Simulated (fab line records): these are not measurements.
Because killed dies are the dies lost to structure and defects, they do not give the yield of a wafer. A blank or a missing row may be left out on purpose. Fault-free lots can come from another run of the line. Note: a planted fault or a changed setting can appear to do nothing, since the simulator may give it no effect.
Problem report, 8D (eight disciplines) form, completed by code || flow rit-cmos || the parts of the form that need people (team, actions taken, sign-off) are left out

== 1. THE ISSUE ==
NRETRO_TW at RIT_NRETRO_TW_MEAS_10 reads a mean of 2168 on 6 wafers of 2 lots; wafers without a fault read 1046 with a standard deviation of 9. That is +99 or more standard deviations from the usual mean.
Earliest sighting: wafer L233.1 on film-metro-02 at day 7 00:29. The record holds 42 wafers of 14 lots with a number at this step. Rule for "out" (also "out of limits"): further than 4 standard deviations from the usual mean. The other wafers with a number count as sound.

== 2. WHAT IT IS AND WHAT IT IS NOT ==
{"question": "which readings at this step", "is": "NRETRO_TW", "is not": "-"}
{"question": "which lots", "is": "L233, L234", "is not": "L212, L213, L214, L215, L217, L218, L220, L221, L222, L223, L228, L232"}
{"question": "which wafers of those lots", "is": "all that have a number", "is not": "-"}
{"question": "read on which gauges", "is": "film-metro-02, film-metro-03", "is not": "film-metro-01"}
{"question": "when", "is": "from day 7 00:29", "is not": "up to then (36 sound wafers)"}

== 3. THE SUSPECTS, EACH WITH WHAT RULES IT OUT ==
Counting: a tool at a process step up to the reading stays a suspect if it ran every lot that is out and no sound lot after the first of them.
- the gauge at RIT_NRETRO_TW_MEAS_10: ruled out. 2 gauges (film-metro-02, film-metro-03) read the wafers that are out.
- plasma-asher-03 at RIT_PWELL_STRIP_09 (strips in O2, time 180 s): kept. All lots that are out passed through it, beginning with L233 at day 6 17:19, and no sound lot followed; its final sound lot before that point was L221 at day 4 04:28.
- implanter-04 at RIT_NRETRO_IMPLANT_08: kept. All lots that are out passed through it, beginning with L233 at day 7 00:10, and no sound lot followed; its final sound lot before that point was L223 at day 4 19:29. Out on those wafers are its own readings of dose-ions-cm2, faraday-current-uA.
After counting, plasma-asher-03 at RIT_PWELL_STRIP_09 and implanter-04 at RIT_NRETRO_IMPLANT_08 remain.

== 4. THE CAUSE (what the simulator had put in) ==
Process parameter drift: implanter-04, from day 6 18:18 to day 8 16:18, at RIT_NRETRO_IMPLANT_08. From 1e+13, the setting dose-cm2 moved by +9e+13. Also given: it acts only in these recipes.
Of the 2 suspects that counting leaves, this tool is one.

== 5. SEQUENCE OF EFFECTS, ordered by route ==
Rows list readings where the struck wafers' mean (over those with a number) sits beyond 3 standard deviations from the usual. Only readings whose record carries a usual standard deviation are examined. hours: median over the lots of the time between each lot's start at the first step of this table that gives one and its start at this step. sigmas: the change, counted in usual standard deviations.
{"hours": 0, "step": "RIT_NRETRO_IMPLANT_08", "reading": "dose-ions-cm2", "usual": 1e+13, "on struck wafers": 1e+14, "change": "+9e+13", "sigmas": "+99 or more"}
{"hours": 0, "step": "RIT_NRETRO_IMPLANT_08", "reading": "faraday-current-uA", "usual": 31.8, "on struck wafers": 320.6, "change": "+288.8", "sigmas": "+99 or more"}
{"hours": 0, "step": "RIT_NRETRO_TW_MEAS_10", "reading": "NRETRO_TW", "usual": 1046, "on struck wafers": 2168, "change": "+1122", "sigmas": "+99 or more"}
Process steps it contains:
- RIT_NRETRO_IMPLANT_08
Later measuring or inspecting steps at which every struck wafer that the step has a row for has a number for every such reading, and none has moved that far: RIT_NLDD_TW_MEAS_10.

== 6. HOW IT WOULD HAVE BEEN CAUGHT EARLIER ==
The first out-of-limits reading at a measuring or inspecting step in this record came at day 7 00:29, 6 hours after the fault's start at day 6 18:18.
Tool's own readings at RIT_NRETRO_IMPLANT_08, dose-ions-cm2, faraday-current-uA: out on all struck wafers the step has rows for; an alarm limit on them would have tripped on the first.
Among the 2 lots that are out, L234 began RIT_NRETRO_IMPLANT_08 on implanter-04 after day 7 00:29. Had the tool been put on hold then, it would have been spared.
